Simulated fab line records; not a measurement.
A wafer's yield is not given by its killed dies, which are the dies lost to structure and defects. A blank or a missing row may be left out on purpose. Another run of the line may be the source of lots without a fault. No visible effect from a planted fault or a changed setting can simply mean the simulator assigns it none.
Split-lot study / flow rit cmos / 23 wafers read from 5 lots, route of 202 steps

## ABOUT THE SPLIT
At RIT_NRETRO_IMPLANT_08, the setting energy kev was moved away from the recipe's 70 on 5 of the 23 wafers read, by -4.0% to +1.9%. All remaining wafers had this setting at the recipe value.

The reading comes from the split's own step.

## THE READING
In nm, at RIT_NRETRO_IMPLANT_08: implant.drp nm, which is the simulator's own figure and was read by no gauge. The file gives no usual value for it.

wafer=L074.1; tool, chamber at the split=implanter-04, 0; energy kev as run=70; against the recipe=recipe; implant.drp nm, nm=33.94; against lot-mates on the recipe=-
wafer=L074.3; tool, chamber at the split=implanter-04, 0; energy kev as run=70; against the recipe=recipe; implant.drp nm, nm=33.94; against lot-mates on the recipe=-
wafer=L074.5; tool, chamber at the split=implanter-04, 0; energy kev as run=70; against the recipe=recipe; implant.drp nm, nm=33.94; against lot-mates on the recipe=-
wafer=L074.2; tool, chamber at the split=implanter-04, 0; energy kev as run=67.2; against the recipe=-4.0%; implant.drp nm, nm=32.78; against lot-mates on the recipe=-1.16
wafer=L074.4; tool, chamber at the split=implanter-04, 0; energy kev as run=67.2; against the recipe=-4.0%; implant.drp nm, nm=32.78; against lot-mates on the recipe=-1.16
wafer=L082.2; tool, chamber at the split=implanter-02, 0; energy kev as run=70; against the recipe=recipe; implant.drp nm, nm=33.94; against lot-mates on the recipe=-
wafer=L082.4; tool, chamber at the split=implanter-02, 0; energy kev as run=70; against the recipe=recipe; implant.drp nm, nm=33.94; against lot-mates on the recipe=-
wafer=L082.5; tool, chamber at the split=implanter-02, 0; energy kev as run=70; against the recipe=recipe; implant.drp nm, nm=33.94; against lot-mates on the recipe=-
wafer=L083.1; tool, chamber at the split=implanter-02, 0; energy kev as run=70; against the recipe=recipe; implant.drp nm, nm=33.94; against lot-mates on the recipe=-
wafer=L083.3; tool, chamber at the split=implanter-02, 0; energy kev as run=70; against the recipe=recipe; implant.drp nm, nm=33.94; against lot-mates on the recipe=-
wafer=L083.4; tool, chamber at the split=implanter-02, 0; energy kev as run=70; against the recipe=recipe; implant.drp nm, nm=33.94; against lot-mates on the recipe=-
wafer=L083.5; tool, chamber at the split=implanter-02, 0; energy kev as run=70; against the recipe=recipe; implant.drp nm, nm=33.94; against lot-mates on the recipe=-
wafer=L083.6; tool, chamber at the split=implanter-02, 0; energy kev as run=70; against the recipe=recipe; implant.drp nm, nm=33.94; against lot-mates on the recipe=-
wafer=L084.2; tool, chamber at the split=implanter-03, 0; energy kev as run=70; against the recipe=recipe; implant.drp nm, nm=33.94; against lot-mates on the recipe=-
wafer=L084.4; tool, chamber at the split=implanter-03, 0; energy kev as run=70; against the recipe=recipe; implant.drp nm, nm=33.94; against lot-mates on the recipe=-
wafer=L084.3; tool, chamber at the split=implanter-03, 0; energy kev as run=71.33; against the recipe=+1.9%; implant.drp nm, nm=34.48; against lot-mates on the recipe=+0.54
wafer=L084.5; tool, chamber at the split=implanter-03, 0; energy kev as run=71.33; against the recipe=+1.9%; implant.drp nm, nm=34.48; against lot-mates on the recipe=+0.54
wafer=L084.6; tool, chamber at the split=implanter-03, 0; energy kev as run=71.33; against the recipe=+1.9%; implant.drp nm, nm=34.48; against lot-mates on the recipe=+0.54
wafer=L085.1; tool, chamber at the split=implanter-02, 0; energy kev as run=70; against the recipe=recipe; implant.drp nm, nm=33.94; against lot-mates on the recipe=-
wafer=L085.2; tool, chamber at the split=implanter-02, 0; energy kev as run=70; against the recipe=recipe; implant.drp nm, nm=33.94; against lot-mates on the recipe=-
wafer=L085.3; tool, chamber at the split=implanter-02, 0; energy kev as run=70; against the recipe=recipe; implant.drp nm, nm=33.94; against lot-mates on the recipe=-
wafer=L085.4; tool, chamber at the split=implanter-02, 0; energy kev as run=70; against the recipe=recipe; implant.drp nm, nm=33.94; against lot-mates on the recipe=-
wafer=L085.6; tool, chamber at the split=implanter-02, 0; energy kev as run=70; against the recipe=recipe; implant.drp nm, nm=33.94; against lot-mates on the recipe=-

THE FIT
A straight line over all 23 wafers: implant.drp nm changes by +0.288 nm for each +1% of energy kev; r = +1.00; the points scatter about the line by 0.0032 nm.
The same after taking each lot's own level away (the mean of its wafers on the recipe; 23 wafers): +0.288 nm for each +1%; r = +1.00; scatter 0.0032 nm.
That fit puts the effect of the largest move of energy kev on the reading at 1.2 nm.
The lots' own levels span 33.940 to 33.940 nm.
Hence the lot-to-lot level has little effect on the slope; both slopes agree.
Check: for one of the wafers moved furthest among these (-4.0%), held out of the fit, the line's prediction against its lot-mates is -1.15 nm. Against them it came out at -1.16 nm.

## OTHER SPLITS APPLIED TO THESE WAFERS
Note: prior to the reading, these wafers also went through further splits. Each is held against what the fit with the lots' levels taken away leaves over:
other split on the same wafers=RIT_FOX1_OXIDATION_00 ox time s; wafers away from the commonest value=18; r with implant.drp nm (lot level and that fit taken away)=-0.38
other split on the same wafers=RIT_NWELL_COAT_01 resist thk nm; wafers away from the commonest value=6; r with implant.drp nm (lot level and that fit taken away)=-0.25
other split on the same wafers=RIT_NRETRO_SOFTBAKE_02 temp c; wafers away from the commonest value=9; r with implant.drp nm (lot level and that fit taken away)=+0.31

## THE WHOLE CHAIN: every reading that the file lists as answering this split, in the file's order
step=RIT_NRETRO_IMPLANT_08; what it does=; reading=implant.rp nm (the simulator's own value, which no gauge read); change (the file's fit)=+0.861 nm for each +1% of the setting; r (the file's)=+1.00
step=RIT_NRETRO_IMPLANT_08; what it does=; reading=implant.drp nm (the simulator's own value, which no gauge read); change (the file's fit)=+0.289 nm for each +1% of the setting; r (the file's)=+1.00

## FILE'S OWN FIT
implant.drp nm changes by +0.289 nm for each +1% of energy kev, r = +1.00.
